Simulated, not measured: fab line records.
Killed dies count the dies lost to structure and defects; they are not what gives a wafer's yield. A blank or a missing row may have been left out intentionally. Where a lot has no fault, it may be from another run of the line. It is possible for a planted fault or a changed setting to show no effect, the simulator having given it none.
fab line records || flow ritCmos
record {"lots": 6, "wafers": 18, "lastDay": 7}
route steps=202 shown FOX1@21 FOX2@23 NWELL@28 M1@202
lots untouched by any fault: they come from a run of this same line in which no faults occurred
startH: hours from the record's first day to the start of the lot's first wafer shown || waitH: hours from the lot's prior step to this one || " the same as in the row above || L1.1+2: several wafers, shown together as one row || - no value present, or no start provided || * or withheld: withheld || < > ~ a bound
route shown NAME@n: NAME is a module with steps in the file, n the number in the route of the first one || usual: average and standard deviation across the fault-free wafers || same: alike in all rows || chamber/n: place in a boat || sites: readings site by site || _std_site: the values' standard deviation || _edge_site: mean of outer sites minus mean of inner sites || radiusMm: for every site, how far away it sits from the centre of the wafer || mask NAME#n: copy n || behind: the last tool/chamber to shape the wafer || hold: why the lot went on hold/how many hours it stayed there/how the hold came to an end || device: the transistor (n, p or np) that didn't switch || end of line: tests run on the same wafers once the route is complete || a step without rows: its recipe alone || killed: at the first sort, the dies lost to defects and structure; wafer yield is something else || map: a wafer's dies, x killed, . not, _ none there
set.NAME: the run value of the setting; set.NAME@STEP: its run value at that earlier step || model.NAME: the simulator's own value behind a step, which no gauge read
lots seen at some steps along the route; tables by step, rows by wafer
## steps
# step RIT_FOX1_THK_MEAS_01
# recipe {"reads": "SiO2_of_FOX1_OXIDATION_00"}
# usual {"FOX1_OXIDE_THK": "349/7.2"}
{"lot.wafer": "L341.1", "tool": "filmMetro-04", "chamber": "-", "startH": 41.15, "waitH": 0.0, "FOX1_OXIDE_THK[nm]": 338}
{"lot.wafer": "L341.4", "tool": "filmMetro-04", "chamber": "-", "startH": 41.15, "waitH": 0.0, "FOX1_OXIDE_THK[nm]": 342}
{"lot.wafer": "L341.5", "tool": "filmMetro-04", "chamber": "-", "startH": 41.15, "waitH": 0.0, "FOX1_OXIDE_THK[nm]": 338}
{"lot.wafer": "L343.2", "tool": "filmMetro-04", "chamber": "-", "startH": 48.16, "waitH": 0.0, "FOX1_OXIDE_THK[nm]": 345}
{"lot.wafer": "L343.4", "tool": "filmMetro-04", "chamber": "-", "startH": 48.16, "waitH": 0.0, "FOX1_OXIDE_THK[nm]": 342}
{"lot.wafer": "L343.6", "tool": "filmMetro-04", "chamber": "-", "startH": 48.16, "waitH": 0.0, "FOX1_OXIDE_THK[nm]": 343}
{"lot.wafer": "L350.1", "tool": "filmMetro-01", "chamber": "-", "startH": 84.44, "waitH": 0.0, "FOX1_OXIDE_THK[nm]": 355}
{"lot.wafer": "L350.4", "tool": "filmMetro-01", "chamber": "-", "startH": 84.44, "waitH": 0.0, "FOX1_OXIDE_THK[nm]": 348}
{"lot.wafer": "L350.5", "tool": "filmMetro-01", "chamber": "-", "startH": 84.44, "waitH": 0.0, "FOX1_OXIDE_THK[nm]": 350}
{"lot.wafer": "L351.1", "tool": "filmMetro-04", "chamber": "-", "startH": 89.66, "waitH": 0.0, "FOX1_OXIDE_THK[nm]": 352}
{"lot.wafer": "L351.4", "tool": "filmMetro-04", "chamber": "-", "startH": 89.66, "waitH": 0.0, "FOX1_OXIDE_THK[nm]": 349}
{"lot.wafer": "L351.6", "tool": "filmMetro-04", "chamber": "-", "startH": 89.66, "waitH": 0.0, "FOX1_OXIDE_THK[nm]": 353}
{"lot.wafer": "L352.1", "tool": "filmMetro-02", "chamber": "-", "startH": 93.68, "waitH": 0.0, "FOX1_OXIDE_THK[nm]": 357}
{"lot.wafer": "L352.2", "tool": "filmMetro-02", "chamber": "-", "startH": 93.68, "waitH": 0.0, "FOX1_OXIDE_THK[nm]": 359}
{"lot.wafer": "L352.5", "tool": "filmMetro-02", "chamber": "-", "startH": 93.68, "waitH": 0.0, "FOX1_OXIDE_THK[nm]": 354}
{"lot.wafer": "L360.3", "tool": "filmMetro-02", "chamber": "-", "startH": 133.39, "waitH": 0.0, "FOX1_OXIDE_THK[nm]": 340}
{"lot.wafer": "L360.4", "tool": "filmMetro-02", "chamber": "-", "startH": 133.39, "waitH": 0.0, "FOX1_OXIDE_THK[nm]": 339}
{"lot.wafer": "L360.5", "tool": "filmMetro-02", "chamber": "-", "startH": 133.39, "waitH": 0.0, "FOX1_OXIDE_THK[nm]": 343}
# step RIT_FOX1_WET_ETCH_02
# recipe {"chemistry": "BOE", "targetDepthNm": 350, "timeS": 390, "tempC": 21.5, "dry": "n2Spin", "dilution": "10:1", "target": "SiO2"}
# step RIT_FOX2_OXIDATION_00
# recipe {"tempC": 1100, "ambient": "H2O", "targetThkA": 3507, "pH2oTorr": 720, "oxTimeS": 1130}
# step RIT_FOX2_THK_MEAS_01
# recipe {"reads": "SiO2_of_FOX2_OXIDATION_00"}
# usual {"FOX2_OXIDE_THK": "348/6.5"}
{"lot.wafer": "L341.1", "tool": "filmMetro-02", "chamber": "-", "startH": 44.34, "waitH": 0.0, "FOX2_OXIDE_THK[nm]": 348}
{"lot.wafer": "L341.4", "tool": "filmMetro-02", "chamber": "-", "startH": 44.34, "waitH": 0.0, "FOX2_OXIDE_THK[nm]": 352}
{"lot.wafer": "L341.5", "tool": "filmMetro-02", "chamber": "-", "startH": 44.34, "waitH": 0.0, "FOX2_OXIDE_THK[nm]": 351}
{"lot.wafer": "L343.2", "tool": "filmMetro-01", "chamber": "-", "startH": 49.97, "waitH": 0.0, "FOX2_OXIDE_THK[nm]": 343}
{"lot.wafer": "L343.4", "tool": "filmMetro-01", "chamber": "-", "startH": 49.97, "waitH": 0.0, "FOX2_OXIDE_THK[nm]": 339}
{"lot.wafer": "L343.6", "tool": "filmMetro-01", "chamber": "-", "startH": 49.97, "waitH": 0.0, "FOX2_OXIDE_THK[nm]": 340}
{"lot.wafer": "L350.1", "tool": "filmMetro-01", "chamber": "-", "startH": 86.97, "waitH": 0.0, "FOX2_OXIDE_THK[nm]": 342}
{"lot.wafer": "L350.4", "tool": "filmMetro-01", "chamber": "-", "startH": 86.97, "waitH": 0.0, "FOX2_OXIDE_THK[nm]": 342}
{"lot.wafer": "L350.5", "tool": "filmMetro-01", "chamber": "-", "startH": 86.97, "waitH": 0.0, "FOX2_OXIDE_THK[nm]": 343}
{"lot.wafer": "L351.1", "tool": "filmMetro-01", "chamber": "-", "startH": 91.17, "waitH": 0.0, "FOX2_OXIDE_THK[nm]": 354}
{"lot.wafer": "L351.4", "tool": "filmMetro-01", "chamber": "-", "startH": 91.17, "waitH": 0.0, "FOX2_OXIDE_THK[nm]": 348}
{"lot.wafer": "L351.6", "tool": "filmMetro-01", "chamber": "-", "startH": 91.17, "waitH": 0.0, "FOX2_OXIDE_THK[nm]": 352}
{"lot.wafer": "L352.1", "tool": "filmMetro-01", "chamber": "-", "startH": 96.69, "waitH": 0.0, "FOX2_OXIDE_THK[nm]": 354}
{"lot.wafer": "L352.2", "tool": "filmMetro-01", "chamber": "-", "startH": 96.69, "waitH": 0.0, "FOX2_OXIDE_THK[nm]": 348}
{"lot.wafer": "L352.5", "tool": "filmMetro-01", "chamber": "-", "startH": 96.69, "waitH": 0.0, "FOX2_OXIDE_THK[nm]": 351}
{"lot.wafer": "L360.3", "tool": "filmMetro-03", "chamber": "-", "startH": 134.88, "waitH": 0.0, "FOX2_OXIDE_THK[nm]": 352}
{"lot.wafer": "L360.4", "tool": "filmMetro-03", "chamber": "-", "startH": 134.88, "waitH": 0.0, "FOX2_OXIDE_THK[nm]": 349}
{"lot.wafer": "L360.5", "tool": "filmMetro-03", "chamber": "-", "startH": 134.88, "waitH": 0.0, "FOX2_OXIDE_THK[nm]": 346}
# step RIT_FOX2_CLEAN_02
# recipe {"chemistry": "dHF", "dilution": "50:1", "timeS": 180}
# step RIT_FOX2_WET_ETCH_03
# recipe {"chemistry": "H3PO4", "target": "Si3N4", "targetDepthNm": 195, "tempC": 165, "timeS": 2700}
# step RIT_FOX2_THK_MEAS_90
# recipe {"reads": "SiO2_of_FOX2_OXIDATION_00"}
# usual {"FIELD_OXIDE_LEFT_1_THK": "320/6.5"}
{"lot.wafer": "L341.1", "tool": "filmMetro-01", "chamber": "-", "startH": 45.22, "waitH": 0.0, "FIELD_OXIDE_LEFT_1_THK[nm]": 320}
{"lot.wafer": "L341.4", "tool": "filmMetro-01", "chamber": "-", "startH": 45.22, "waitH": 0.0, "FIELD_OXIDE_LEFT_1_THK[nm]": 324}
{"lot.wafer": "L341.5", "tool": "filmMetro-01", "chamber": "-", "startH": 45.22, "waitH": 0.0, "FIELD_OXIDE_LEFT_1_THK[nm]": 323}
{"lot.wafer": "L343.2", "tool": "filmMetro-01", "chamber": "-", "startH": 50.85, "waitH": 0.0, "FIELD_OXIDE_LEFT_1_THK[nm]": 316}
{"lot.wafer": "L343.4", "tool": "filmMetro-01", "chamber": "-", "startH": 50.85, "waitH": 0.0, "FIELD_OXIDE_LEFT_1_THK[nm]": 312}
{"lot.wafer": "L343.6", "tool": "filmMetro-01", "chamber": "-", "startH": 50.85, "waitH": 0.0, "FIELD_OXIDE_LEFT_1_THK[nm]": 312}
{"lot.wafer": "L350.1", "tool": "filmMetro-02", "chamber": "-", "startH": 87.85, "waitH": 0.0, "FIELD_OXIDE_LEFT_1_THK[nm]": 315}
{"lot.wafer": "L350.4", "tool": "filmMetro-02", "chamber": "-", "startH": 87.85, "waitH": 0.0, "FIELD_OXIDE_LEFT_1_THK[nm]": 314}
{"lot.wafer": "L350.5", "tool": "filmMetro-02", "chamber": "-", "startH": 87.85, "waitH": 0.0, "FIELD_OXIDE_LEFT_1_THK[nm]": 316}
{"lot.wafer": "L351.1", "tool": "filmMetro-03", "chamber": "-", "startH": 92.05, "waitH": 0.0, "FIELD_OXIDE_LEFT_1_THK[nm]": 328}
{"lot.wafer": "L351.4", "tool": "filmMetro-03", "chamber": "-", "startH": 92.05, "waitH": 0.0, "FIELD_OXIDE_LEFT_1_THK[nm]": 321}
{"lot.wafer": "L351.6", "tool": "filmMetro-03", "chamber": "-", "startH": 92.05, "waitH": 0.0, "FIELD_OXIDE_LEFT_1_THK[nm]": 326}
{"lot.wafer": "L352.1", "tool": "filmMetro-01", "chamber": "-", "startH": 97.57, "waitH": 0.0, "FIELD_OXIDE_LEFT_1_THK[nm]": 327}
{"lot.wafer": "L352.2", "tool": "filmMetro-01", "chamber": "-", "startH": 97.57, "waitH": 0.0, "FIELD_OXIDE_LEFT_1_THK[nm]": 321}
{"lot.wafer": "L352.5", "tool": "filmMetro-01", "chamber": "-", "startH": 97.57, "waitH": 0.0, "FIELD_OXIDE_LEFT_1_THK[nm]": 323}
{"lot.wafer": "L360.3", "tool": "filmMetro-01", "chamber": "-", "startH": 135.75, "waitH": 0.0, "FIELD_OXIDE_LEFT_1_THK[nm]": 325}
{"lot.wafer": "L360.4", "tool": "filmMetro-01", "chamber": "-", "startH": 135.75, "waitH": 0.0, "FIELD_OXIDE_LEFT_1_THK[nm]": 322}
{"lot.wafer": "L360.5", "tool": "filmMetro-01", "chamber": "-", "startH": 135.75, "waitH": 0.0, "FIELD_OXIDE_LEFT_1_THK[nm]": 319}
# step RIT_NWELL_HMDS_00
# recipe {"primeTimeS": 60, "primeTempC": 140}
# step RIT_NWELL_COAT_01
# recipe {"resist": "NOVOLAK", "spinRpm": 2000, "resistThkNm": 1300}
# step RIT_NWELL_SOFTBAKE_02
# recipe {"resist": "NOVOLAK", "tempC": 90, "timeS": 60}
# step RIT_NWELL_EXPOSE_03
# recipe {"maskId": "M2", "na": 0.57, "targetCdNm": 43900, "doseMj": 250}
# step RIT_NWELL_PEB_04
# recipe {"resist": "NOVOLAK", "tempC": "withheld", "timeS": "withheld"}
# step RIT_NWELL_DEVELOP_05
# recipe {"resist": "NOVOLAK", "developTimeS": 68, "devTempC": 23}
# usual {"developerTempC": "23.01/0.093"}
{"lot.wafer": "L341.1", "tool": "lithoTrack-02", "chamber": 0, "startH": 45, "waitH": "-", "developerTempC": 22.93}
{"lot.wafer": "L341.4", "tool": "lithoTrack-02", "chamber": 0, "startH": 46, "waitH": "-", "developerTempC": 22.95}
{"lot.wafer": "L341.5", "tool": "lithoTrack-02", "chamber": 0, "startH": 46, "waitH": "-", "developerTempC": 22.96}
{"lot.wafer": "L343.2", "tool": "lithoTrack-04", "chamber": 0, "startH": 51, "waitH": "-", "developerTempC": 23.05}
{"lot.wafer": "L343.4", "tool": "lithoTrack-04", "chamber": 0, "startH": 51, "waitH": "-", "developerTempC": 23.02}
{"lot.wafer": "L343.6", "tool": "lithoTrack-04", "chamber": 0, "startH": 51, "waitH": "-", "developerTempC": 23.02}
{"lot.wafer": "L350.1", "tool": "lithoTrack-04", "chamber": 0, "startH": 88, "waitH": "-", "developerTempC": 22.85}
{"lot.wafer": "L350.4", "tool": "lithoTrack-04", "chamber": 0, "startH": 88, "waitH": "-", "developerTempC": 23.07}
{"lot.wafer": "L350.5", "tool": "lithoTrack-04", "chamber": 0, "startH": 88, "waitH": "-", "developerTempC": 22.97}
{"lot.wafer": "L351.1", "tool": "lithoTrack-02", "chamber": 0, "startH": 92, "waitH": "-", "developerTempC": 23.94}
{"lot.wafer": "L351.4", "tool": "lithoTrack-02", "chamber": 0, "startH": 93, "waitH": "-", "developerTempC": 23.87}
{"lot.wafer": "L351.6", "tool": "lithoTrack-02", "chamber": 0, "startH": 93, "waitH": "-", "developerTempC": 23.86}
{"lot.wafer": "L352.1", "tool": "lithoTrack-02", "chamber": 0, "startH": 98, "waitH": "-", "developerTempC": 23.97}
{"lot.wafer": "L352.2", "tool": "lithoTrack-02", "chamber": 0, "startH": 98, "waitH": "-", "developerTempC": 23.95}
{"lot.wafer": "L352.5", "tool": "lithoTrack-02", "chamber": 0, "startH": 98, "waitH": "-", "developerTempC": 24.03}
{"lot.wafer": "L360.3", "tool": "lithoTrack-04", "chamber": 0, "startH": 136, "waitH": "-", "developerTempC": 23.17}
{"lot.wafer": "L360.4", "tool": "lithoTrack-04", "chamber": 0, "startH": 136, "waitH": "-", "developerTempC": 23.05}
{"lot.wafer": "L360.5", "tool": "lithoTrack-04", "chamber": 0, "startH": 136, "waitH": "-", "developerTempC": 23.27}
# step RIT_NWELL_OVL_MEAS_06
# usual {"NWELL_OVL": "-0.3/1.3"}
{"lot.wafer": "L341.1", "tool": "overlay-01", "chamber": "-", "startH": 46.16, "waitH": "-", "NWELL_OVL[nm]": 0.2}
{"lot.wafer": "L341.4", "tool": "overlay-01", "chamber": "-", "startH": 46.16, "waitH": "-", "NWELL_OVL[nm]": -1.5}
{"lot.wafer": "L341.5", "tool": "overlay-01", "chamber": "-", "startH": 46.16, "waitH": "-", "NWELL_OVL[nm]": -1.5}
{"lot.wafer": "L343.2", "tool": "overlay-01", "chamber": "-", "startH": 51.79, "waitH": "-", "NWELL_OVL[nm]": -1.2}
{"lot.wafer": "L343.4", "tool": "overlay-01", "chamber": "-", "startH": 51.79, "waitH": "-", "NWELL_OVL[nm]": 0.9}
{"lot.wafer": "L343.6", "tool": "overlay-01", "chamber": "-", "startH": 51.79, "waitH": "-", "NWELL_OVL[nm]": 0.5}
{"lot.wafer": "L350.1", "tool": "overlay-01", "chamber": "-", "startH": 88.79, "waitH": "-", "NWELL_OVL[nm]": -0.1}
{"lot.wafer": "L350.4", "tool": "overlay-01", "chamber": "-", "startH": 88.79, "waitH": "-", "NWELL_OVL[nm]": 0.4}
{"lot.wafer": "L350.5", "tool": "overlay-01", "chamber": "-", "startH": 88.79, "waitH": "-", "NWELL_OVL[nm]": 1.9}
{"lot.wafer": "L351.1", "tool": "overlay-01", "chamber": "-", "startH": 93.12, "waitH": "-", "NWELL_OVL[nm]": 0.1}
{"lot.wafer": "L351.4", "tool": "overlay-01", "chamber": "-", "startH": 93.12, "waitH": "-", "NWELL_OVL[nm]": 0.3}
{"lot.wafer": "L351.6", "tool": "overlay-01", "chamber": "-", "startH": 93.12, "waitH": "-", "NWELL_OVL[nm]": -0.5}
{"lot.wafer": "L352.1", "tool": "overlay-01", "chamber": "-", "startH": 98.64, "waitH": "-", "NWELL_OVL[nm]": -0.2}
{"lot.wafer": "L352.2", "tool": "overlay-01", "chamber": "-", "startH": 98.64, "waitH": "-", "NWELL_OVL[nm]": -1.0}
{"lot.wafer": "L352.5", "tool": "overlay-01", "chamber": "-", "startH": 98.64, "waitH": "-", "NWELL_OVL[nm]": -0.3}
{"lot.wafer": "L360.3", "tool": "overlay-02", "chamber": "-", "startH": 136.81, "waitH": "-", "NWELL_OVL[nm]": -2.6}
{"lot.wafer": "L360.4", "tool": "overlay-02", "chamber": "-", "startH": 136.81, "waitH": "-", "NWELL_OVL[nm]": -1.8}
{"lot.wafer": "L360.5", "tool": "overlay-02", "chamber": "-", "startH": 136.81, "waitH": "-", "NWELL_OVL[nm]": -1.5}
# step RIT_M1_PROBE_99
# usual {"killed_at_M0_to_M3": "0.0/0.083", "killedAtContacts": "0.0/0.18", "killedAtFrontEnd": "7/3", "killedDies": "7/3", "killedOpen": "3.6/1.9", "killedShort": "3.2/1.8"}
# same {"grossDies": 264, "killed_at_M4_up": 0, "killedAtBackSide": 0, "killedAtOther": 0}
{"lot.wafer": "L341.1", "tool": "prober-02", "chamber": "-", "startH": 85.41, "waitH": 0.1, "killed_at_M0_to_M3": 0, "killedAtContacts": 0, "killedAtFrontEnd": 4, "killedDies": 4, "killedOpen": 2, "killedShort": 2}
{"lot.wafer": "L341.4", "tool": "prober-02", "chamber": "-", "startH": 85.56, "waitH": 0.2, "killed_at_M0_to_M3": 0, "killedAtContacts": 0, "killedAtFrontEnd": 7, "killedDies": 7, "killedOpen": 2, "killedShort": 5}
{"lot.wafer": "L341.5", "tool": "prober-02", "chamber": "-", "startH": 85.61, "waitH": 0.2, "killed_at_M0_to_M3": 0, "killedAtContacts": 0, "killedAtFrontEnd": 4, "killedDies": 4, "killedOpen": 2, "killedShort": 2}
{"lot.wafer": "L343.2", "tool": "prober-02", "chamber": "-", "startH": 92.92, "waitH": 0.1, "killed_at_M0_to_M3": 0, "killedAtContacts": 0, "killedAtFrontEnd": 9, "killedDies": 9, "killedOpen": 5, "killedShort": 4}
{"lot.wafer": "L343.4", "tool": "prober-02", "chamber": "-", "startH": 93.02, "waitH": 0.2, "killed_at_M0_to_M3": 0, "killedAtContacts": 0, "killedAtFrontEnd": 10, "killedDies": 10, "killedOpen": 6, "killedShort": 4}
{"lot.wafer": "L343.6", "tool": "prober-02", "chamber": "-", "startH": 93.12, "waitH": 0.2, "killed_at_M0_to_M3": 1, "killedAtContacts": 0, "killedAtFrontEnd": 2, "killedDies": 3, "killedOpen": 2, "killedShort": 1}
{"lot.wafer": "L350.1", "tool": "prober-01", "chamber": "-", "startH": 127.58, "waitH": 0.1, "killed_at_M0_to_M3": 0, "killedAtContacts": 0, "killedAtFrontEnd": 11, "killedDies": 11, "killedOpen": 7, "killedShort": 4}
{"lot.wafer": "L350.4", "tool": "prober-01", "chamber": "-", "startH": 127.73, "waitH": 0.2, "killed_at_M0_to_M3": 0, "killedAtContacts": 0, "killedAtFrontEnd": 7, "killedDies": 7, "killedOpen": 4, "killedShort": 3}
{"lot.wafer": "L350.5", "tool": "prober-01", "chamber": "-", "startH": 127.78, "waitH": 0.2, "killed_at_M0_to_M3": 0, "killedAtContacts": 0, "killedAtFrontEnd": 12, "killedDies": 12, "killedOpen": 7, "killedShort": 5}
{"lot.wafer": "L351.1", "tool": "prober-02", "chamber": "-", "startH": 132.99, "waitH": 0.1, "killed_at_M0_to_M3": 0, "killedAtContacts": 0, "killedAtFrontEnd": 4, "killedDies": 4, "killedOpen": 2, "killedShort": 2}
{"lot.wafer": "L351.4", "tool": "prober-02", "chamber": "-", "startH": 133.14, "waitH": 0.2, "killed_at_M0_to_M3": 0, "killedAtContacts": 0, "killedAtFrontEnd": 2, "killedDies": 2, "killedOpen": 1, "killedShort": 1}
{"lot.wafer": "L351.6", "tool": "prober-02", "chamber": "-", "startH": 133.24, "waitH": 0.2, "killed_at_M0_to_M3": 0, "killedAtContacts": 0, "killedAtFrontEnd": 9, "killedDies": 9, "killedOpen": 5, "killedShort": 4}
{"lot.wafer": "L352.1", "tool": "prober-01", "chamber": "-", "startH": 139.27, "waitH": 0.1, "killed_at_M0_to_M3": 0, "killedAtContacts": 1, "killedAtFrontEnd": 7, "killedDies": 8, "killedOpen": 6, "killedShort": 2}
{"lot.wafer": "L352.2", "tool": "prober-01", "chamber": "-", "startH": 139.32, "waitH": 0.1, "killed_at_M0_to_M3": 0, "killedAtContacts": 0, "killedAtFrontEnd": 8, "killedDies": 8, "killedOpen": 5, "killedShort": 3}
{"lot.wafer": "L352.5", "tool": "prober-01", "chamber": "-", "startH": 139.47, "waitH": 0.2, "killed_at_M0_to_M3": 0, "killedAtContacts": 0, "killedAtFrontEnd": 8, "killedDies": 8, "killedOpen": 3, "killedShort": 5}
{"lot.wafer": "L360.3", "tool": "prober-01", "chamber": "-", "startH": 177.76, "waitH": 0.2, "killed_at_M0_to_M3": 0, "killedAtContacts": 0, "killedAtFrontEnd": 2, "killedDies": 2, "killedOpen": 1, "killedShort": 1}
{"lot.wafer": "L360.4", "tool": "prober-01", "chamber": "-", "startH": 177.81, "waitH": 0.2, "killed_at_M0_to_M3": 0, "killedAtContacts": 0, "killedAtFrontEnd": 8, "killedDies": 8, "killedOpen": 4, "killedShort": 4}
{"lot.wafer": "L360.5", "tool": "prober-01", "chamber": "-", "startH": 177.86, "waitH": 0.2, "killed_at_M0_to_M3": 0, "killedAtContacts": 0, "killedAtFrontEnd": 4, "killedDies": 4, "killedOpen": 2, "killedShort": 2}
# killed by level:class
L341.1 GATE:geometricParticle:short=1 FOX2:geometricParticle:open=1 GATE:geometricParticle:open=1 REOX:geometricParticle:short=1
L341.4 GATE:geometricParticle:short=3 FOX1:geometricParticle:short=2 FOX1:geometricParticle:open=1 SPACER:geometricParticle:open=1
L341.5 GATE:geometricParticle:open=1 REOX:geometricParticle:short=1 SPACER:geometricParticle:short=1 SILICIDE:geometricParticle:open=1
L343.2 SPACER:geometricParticle:short=3 FOX2:geometricParticle:open=2 REOX:geometricParticle:open=2 FOX1:geometricParticle:short=1 SPACER:geometricParticle:open=1
L343.4 SPACER:geometricParticle:open=3 REOX:geometricParticle:short=2 FOX1:geometricParticle:short=1 FOX2:geometricParticle:open=1 GATE:geometricParticle:open=1 GATE:geometricParticle:short=1 REOX:geometricParticle:open=1
L343.6 FOX1:geometricParticle:open=1 SPACER:geometricParticle:open=1 M1:geometricParticle:short=1
L350.1 GATE:geometricParticle:open=5 REOX:geometricParticle:open=2 REOX:geometricParticle:short=2 GATE:geometricParticle:short=1 SPACER:geometricParticle:short=1
L350.4 GATE:geometricParticle:short=2 GATE:geometricParticle:open=2 FOX1:geometricParticle:short=1 REOX:geometricParticle:open=1 SPACER:geometricParticle:open=1
L350.5 GATE:geometricParticle:open=3 REOX:geometricParticle:open=3 REOX:geometricParticle:short=3 FOX1:geometricParticle:short=1 SILICIDE:geometricParticle:open=1 SILICIDE:geometricParticle:short=1
L351.1 GATE:geometricParticle:open=2 GATE:geometricParticle:short=1 SPACER:geometricParticle:short=1
L351.4 FOX1:geometricParticle:open=1 SPACER:geometricParticle:short=1
L351.6 FOX1:geometricParticle:open=3 GATE:geometricParticle:open=2 GATE:geometricParticle:short=2 FOX1:geometricParticle:short=1 SPACER:geometricParticle:short=1
L352.1 SILICIDE:geometricParticle:open=3 FOX1:geometricParticle:open=1 FOX2:geometricParticle:short=1 SPACER:geometricParticle:short=1 SPACER:geometricParticle:open=1 CONTACT:geometricParticle:open=1
L352.2 FOX1:geometricParticle:open=2 GATE:geometricParticle:short=2 SILICIDE:geometricParticle:open=2 SPACER:geometricParticle:short=1 SPACER:geometricParticle:open=1
L352.5 GATE:geometricParticle:open=3 GATE:geometricParticle:short=3 FOX2:geometricParticle:short=1 SPACER:geometricParticle:short=1
L360.3 FOX2:geometricParticle:open=1 GATE:geometricParticle:short=1
L360.4 GATE:geometricParticle:short=3 GATE:geometricParticle:open=2 FOX2:geometricParticle:open=1 REOX:geometricParticle:open=1 SILICIDE:geometricParticle:short=1
L360.5 GATE:geometricParticle:open=1 REOX:geometricParticle:short=1 REOX:geometricParticle:open=1 SPACER:geometricParticle:short=1
## key
firstSign {"step": "RIT_NWELL_DEVELOP_05", "reading": "developerTempC", "direction": "up", "sigmas": 10, "usual": "*", "struck": "*"}
effect none on later readings
metAt RIT_NWELL_DEVELOP_05
struckWafers L351.1,L351.4,L351.6,L352.1,L352.2,L352.5
testerLeftOut L351,L352
onsetBetween 45 92
fault {"kind": "processParameterDrift", "tool": "lithoTrack-02", "chamber": "-", "onsetH": 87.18, "steps": "RIT_NWELL_DEVELOP_05", "channel": "devTempC", "offset": "*", "shape": "step", "endH": 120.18, "actsIn": "*", "stated": "*"}
# testerLeftOut: of these lots the tester's yield and bins aren't shown, on N5 and GAA mostly nor the transistor test; their killed dies are dies lost to structure and defects alone, not to doping, threshold or leakage, so they don't give the yield
